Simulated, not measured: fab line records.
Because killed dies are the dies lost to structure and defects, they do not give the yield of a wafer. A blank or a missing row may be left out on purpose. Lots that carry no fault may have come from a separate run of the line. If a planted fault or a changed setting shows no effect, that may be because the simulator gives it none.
Chamber matching / flow berkeley_cmos170 / rie_si-02 running UCB170_GATE_ETCH_15: 4 sister chambers
The step etches poly-Si in HBr/Cl2, stops on SiO2, time 56.3 s, target depth 278.2 nm. 8 wafers are shown with their chamber, then 7 later ones without.

== EACH WAFER AND ITS CHAMBER ==
wafer=L235.1; chamber=1; drypump_motor_current_A (A)=5.0; throttle_valve_pct (%)=26.51
wafer=L235.4; chamber=0; drypump_motor_current_A (A)=6.1; throttle_valve_pct (%)=26.43
wafer=L237.2; chamber=2; drypump_motor_current_A (A)=5.2; throttle_valve_pct (%)=26.62
wafer=L237.4; chamber=0; drypump_motor_current_A (A)=6.1; throttle_valve_pct (%)=26.42
wafer=L239.1; chamber=2; drypump_motor_current_A (A)=5.2; throttle_valve_pct (%)=26.62
wafer=L239.2; chamber=3; drypump_motor_current_A (A)=5.1; throttle_valve_pct (%)=26.39
wafer=L239.4; chamber=1; drypump_motor_current_A (A)=5.0; throttle_valve_pct (%)=26.50
wafer=L240.2; chamber=3; drypump_motor_current_A (A)=5.0; throttle_valve_pct (%)=26.40

== WAFERS WITHOUT THEIR CHAMBER ==
wafer=L240.4; drypump_motor_current_A (A)=6.1; throttle_valve_pct (%)=26.44
wafer=L240.6; drypump_motor_current_A (A)=5.2; throttle_valve_pct (%)=26.61
wafer=L241.1; drypump_motor_current_A (A)=6.1; throttle_valve_pct (%)=26.44
wafer=L241.5; drypump_motor_current_A (A)=5.1; throttle_valve_pct (%)=26.40
wafer=L241.6; drypump_motor_current_A (A)=5.2; throttle_valve_pct (%)=26.62
wafer=L252.1; drypump_motor_current_A (A)=5.2; throttle_valve_pct (%)=26.64
wafer=L252.5; drypump_motor_current_A (A)=6.1; throttle_valve_pct (%)=26.44

== WHICH CHAMBER EACH ONE RAN IN ==
wafer=L240.4; from the rows above=0; in truth=0
wafer=L240.6; from the rows above=2; in truth=2
wafer=L241.1; from the rows above=0; in truth=0
wafer=L241.5; from the rows above=3; in truth=3
wafer=L241.6; from the rows above=2; in truth=2
wafer=L252.1; from the rows above=2; in truth=2
wafer=L252.5; from the rows above=0; in truth=0
7 of 7 placed correctly. Number that these rows cannot place: 0. Number placed wrongly: 0.
How it was worked out, from the rows above alone: a wafer's distance from a chamber is the root of the sum, over the readings, of the square of ((its reading less the chamber's mean) divided by the reading's scatter). If the next closest chamber is less than 2 further off than the closest, the wafer can't be placed; otherwise it belongs to the closest. A chamber's mean is the mean of its shown wafers. The scatter is the square root of a quotient: the sum, over the shown wafers, of each reading's squared deviation from its chamber's mean, divided by wafers minus chambers.
